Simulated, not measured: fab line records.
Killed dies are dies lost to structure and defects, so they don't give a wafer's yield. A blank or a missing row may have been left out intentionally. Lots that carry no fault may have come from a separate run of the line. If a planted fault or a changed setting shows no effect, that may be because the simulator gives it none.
Struck lot and sound lot, side by side	flow rit-cmos	43 out of 202 route steps
Sound: wafers L588.2, L588.4, L588.5. The struck wafers were L596.2, L596.4, L596.5. The cause is named last.
For every step that has rows: the tool of each side, followed by ch and its chambers, followed by its first start. Under that, the readings that differ: sound wafers	struck wafers	difference of the means	sigmas: that difference in standard deviations of wafers without a fault.
alike: words and numbers the same on both sides, and readings whose means are apart by under 2 such deviations; not compared: readings that were withheld, readings missing a value for some wafer, numbers with overlapping values and no deviation given by the record, and bounds like >300 which may hide the same value.
A row with sigmas, a row that says differs or no value, or rows on one side alone: a step with any of these is where the two part. Numbers that don't overlap but have no deviation are shown without sigmas and don't part them. A reading that every wafer of one side lacks parts them only if that side has two wafers or more.

RIT_NRETRO_TW_MEAS_10:
  sound on film-metro-03 at day 3 01:43; struck on film-metro-01 at day 4 17:49
  alike: NRETRO_TW
then, 6 steps without rows for these wafers: RIT_PRETRO_HMDS_00 (prime time 60 s); RIT_PRETRO_COAT_01 (resist thk 1300 nm); RIT_PRETRO_SOFTBAKE_02 (time 60 s); RIT_PRETRO_EXPOSE_03 (exposes mask M5, target cd 43700 nm); RIT_PRETRO_PEB_04; RIT_PRETRO_DEVELOP_05 (develop time 68 s).
RIT_PRETRO_OVL_MEAS_06:
  sound on overlay-01 at day 3 02:47; struck on overlay-01 at day 4 18:44
  alike: PRETRO_OVL
then, 2 steps without rows for these wafers: RIT_PRETRO_HARDBAKE_07 (time 120 s); RIT_PRETRO_IMPLANT_08.
RIT_PRETRO_STRIP_09: strips in O2, time 180 s.
  sound on plasma-asher-02 ch 1, day 3 03:13; struck on plasma-asher-01 ch 0,1, day 4 19:10
  alike: drypump-motor-current-A
  not compared: rf-hours-counter-h
RIT_PRETRO_TW_MEAS_10:
  sound on film-metro-02 at day 3 03:24; struck on film-metro-04 at day 4 19:22
  alike: PRETRO_TW
RIT_GATE_WET_ETCH_00: etches SiO2 in BOE, target depth 56 nm, time 60 s.
  sound on wet-bench-02 ch 1, day 3 03:27; struck on wet-bench-04 ch 1, day 4 19:25
then, 4 steps without rows for these wafers: RIT_GATE_CLEAN_01 (cleans in SC1, time 600 s); RIT_GATE_CLEAN_02 (cleans in dHF, time 30 s); RIT_GATE_CLEAN_03 (cleans in SC2, time 600 s); RIT_GATE_CLEAN_04 (cleans in dHF, time 60 s).
RIT_FOX2_THK_MEAS_91:
  sound on film-metro-02 at day 3 03:53; struck on film-metro-02 at day 4 19:50
  alike: FIELD_OXIDE_LEFT_2_THK
then, 2 steps without rows for these wafers: RIT_GATE_OXIDATION_05 (target thk 3 nm, ox time 270 s); RIT_GATE_ANNEAL_06 (time 600 s).
RIT_GATE_THK_MEAS_07:
  sound on film-metro-02 at day 3 05:23; struck on film-metro-02 at day 5 00:01
  alike: GATE_OXIDE_THK
then, 1 step without rows for these wafers: RIT_GATE_CVD_08 (deposits poly-Si from SiH4, target thk 250 nm, time 2220 s).
RIT_GATE_THK_MEAS_09:
  sound on film-metro-02 at day 3 07:04; struck on film-metro-04 at day 5 01:41
  alike: GATE_POLY_THK
then, 6 steps without rows for these wafers: RIT_GATE_HMDS_10 (prime time 60 s); RIT_GATE_COAT_11 (resist thk 850 nm); RIT_GATE_SOFTBAKE_12 (time 60 s); RIT_GATE_EXPOSE_13 (exposes mask M6, target cd 150 nm); RIT_GATE_PEB_14; RIT_GATE_DEVELOP_15 (develop time 50 s).
RIT_GATE_CD_MEAS_16: target cd 150 nm.
  sound on cd-sem-01 at day 3 07:59; struck on cd-sem-02 at day 5 02:37
  alike: cd-nm
RIT_GATE_OVL_MEAS_17:
  sound on overlay-01 at day 3 08:05; struck on overlay-01 at day 5 02:43
  alike: GATE_OVL
then, 1 step without rows for these wafers: RIT_GATE_HARDBAKE_18 (time 60 s).
RIT_GATE_ETCH_19: etches poly-Si in SF6/CHF3/O2, stops on SiO2, time 165 s, target depth 312.5 nm.
  sound on rie-si-01 ch 0,3, day 3 08:16; struck on rie-si-01 ch 0,1,3, day 5 02:58
  alike: drypump-motor-current-A, oes-product-au, throttle-valve-pct
  not compared: rf-hours-counter-h
RIT_GATE_STRIP_20: strips in O2, time 180 s.
  sound on plasma-asher-03 ch 0,1, day 3 08:23; struck on plasma-asher-02 ch 0,1, day 5 03:05
  alike: drypump-motor-current-A
  not compared: rf-hours-counter-h
RIT_GATE_CD_MEAS_90: target cd 150 nm.
  sound on cd-sem-02 at day 3 08:34; struck on cd-sem-01 at day 5 03:16
  alike: cd-nm
then, 4 steps without rows for these wafers: RIT_REOX_CLEAN_00 (cleans in SC1, time 600 s); RIT_REOX_CLEAN_01 (cleans in dHF, time 30 s); RIT_REOX_CLEAN_02 (cleans in SC2, time 600 s); RIT_REOX_OXIDATION_03 (target thk 25.2 nm, ox time 5580 s).
RIT_REOX_THK_MEAS_04:
  sound on film-metro-02 at day 3 11:37; struck on film-metro-02 at day 5 06:18
reading	sound	struck	difference	sigmas
REOX_OXIDE_THK (nm)	24.6 24.9 24.7	25.7 25.6 25.5	+0.9	+2
then, 2 steps without rows for these wafers: RIT_NLDD_HMDS_00 (prime time 60 s); RIT_NLDD_COAT_01 (resist thk 1000 nm).
RIT_M1_PROBE_99:
  sound on prober-01 at day 4 04:01; struck on prober-01 at day 5 22:56
reading	sound	struck	difference	sigmas
killed-at-front-end	11 8 12	36 27 37	+23	+8
killed-dies	11 8 12	36 27 37	+23	+8
killed-on-rim	1 1 2	10 8 11	+8	+6
  alike: killed-open, killed-short

WHERE THEY PART
First at RIT_REOX_THK_MEAS_04; last, within this record, at RIT_M1_PROBE_99.

WHY: what the simulator had put in
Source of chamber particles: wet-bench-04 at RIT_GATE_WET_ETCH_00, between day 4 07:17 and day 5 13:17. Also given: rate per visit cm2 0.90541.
